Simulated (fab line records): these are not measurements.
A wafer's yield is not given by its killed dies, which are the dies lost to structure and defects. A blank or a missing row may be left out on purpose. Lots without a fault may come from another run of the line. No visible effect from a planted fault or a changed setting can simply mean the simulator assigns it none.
8D (eight disciplines) problem report, filled in by code + flow rit-cmos + the parts of the form that need people (team, actions taken, sign-off) are left out

1. THE ISSUE
developer-temp-C at RIT_CONTACT_DEVELOP_07 reads a mean of 23.74 C on 9 wafers of 3 lots; wafers without a fault read 23.00 C with a standard deviation of 0.1. Measured from the usual mean, that is +7.4 standard deviations.
The step: develop time 120 s.
Earliest sighting: wafer L132.4 on litho-track-03 at day 7 03:00. At this step, 45 wafers from 15 lots have a number in the record. By rule, "out" or "out of limits" means more than 4 standard deviations away from the usual mean. Any other wafer with a number is counted as sound.

2. WHAT IT IS, WHAT IT ISN'T
| question                    | is                     | is not                                                                          |
|-----------------------------|------------------------|---------------------------------------------------------------------------------|
| which readings at this step | developer-temp-C       | resist-line-temp-C                                                              |
| which lots                  | L132, L134, L135       | L117, L118, L121, L122, L124, L126, L128, L129, L131, L133, L136, L140          |
| which wafers of those lots  | all that have a number | -                                                                               |
| read on which tools         | litho-track-03         | litho-track-02, litho-track-04                                                  |
| when                        | from day 7 03:00       | up to then (27 sound wafers); but 9 sound wafers of L133, L136, L140 came after |

3. SUSPECTS, AND WHAT RULES EACH OUT
Counting: any tool at a process step up to the reading is kept as a suspect provided that every lot that is out went through it and no sound lot did after the first of them.
- litho-track-03 at RIT_CONTACT_DEVELOP_07 (develop time 120 s): kept. Every lot that is out went through it, starting with L132 (day 7 03:00), and after that it ran no sound lot; the last sound lot it ran before then is L129 (day 5 23:00). Its own developer-temp-C readings are out on those wafers.
The count leaves litho-track-03 at RIT_CONTACT_DEVELOP_07.

4. THE CAUSE (what the simulator had put in)
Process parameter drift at RIT_CONTACT_DEVELOP_07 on litho-track-03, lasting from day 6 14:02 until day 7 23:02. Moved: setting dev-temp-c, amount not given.
Counting left only this tool.

5. THE EFFECT CHAIN, in route order
Each row: a reading whose mean over the struck wafers that have a number lies more than 3 standard deviations from the usual. Only readings for which the record gives a usual standard deviation are gone through. hours: the time from each lot's start at the first step in this table that gives one to its start at this step, as a median over the lots. sigmas: the change in usual standard deviations.
| hours | step                   | reading          | usual   | on struck wafers | change | sigmas |
|-------|------------------------|------------------|---------|------------------|--------|--------|
| 0     | RIT_CONTACT_DEVELOP_07 | developer-temp-C | 23.00 C | 23.74            | +0.74  | +7.4   |
Here are the process steps it includes:
- RIT_CONTACT_DEVELOP_07: develop time 120 s.

6. WHAT WOULD HAVE CAUGHT IT SOONER
The fault began at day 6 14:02; the first out-of-limits reading in this record came at day 7 03:00, 13 hours later.
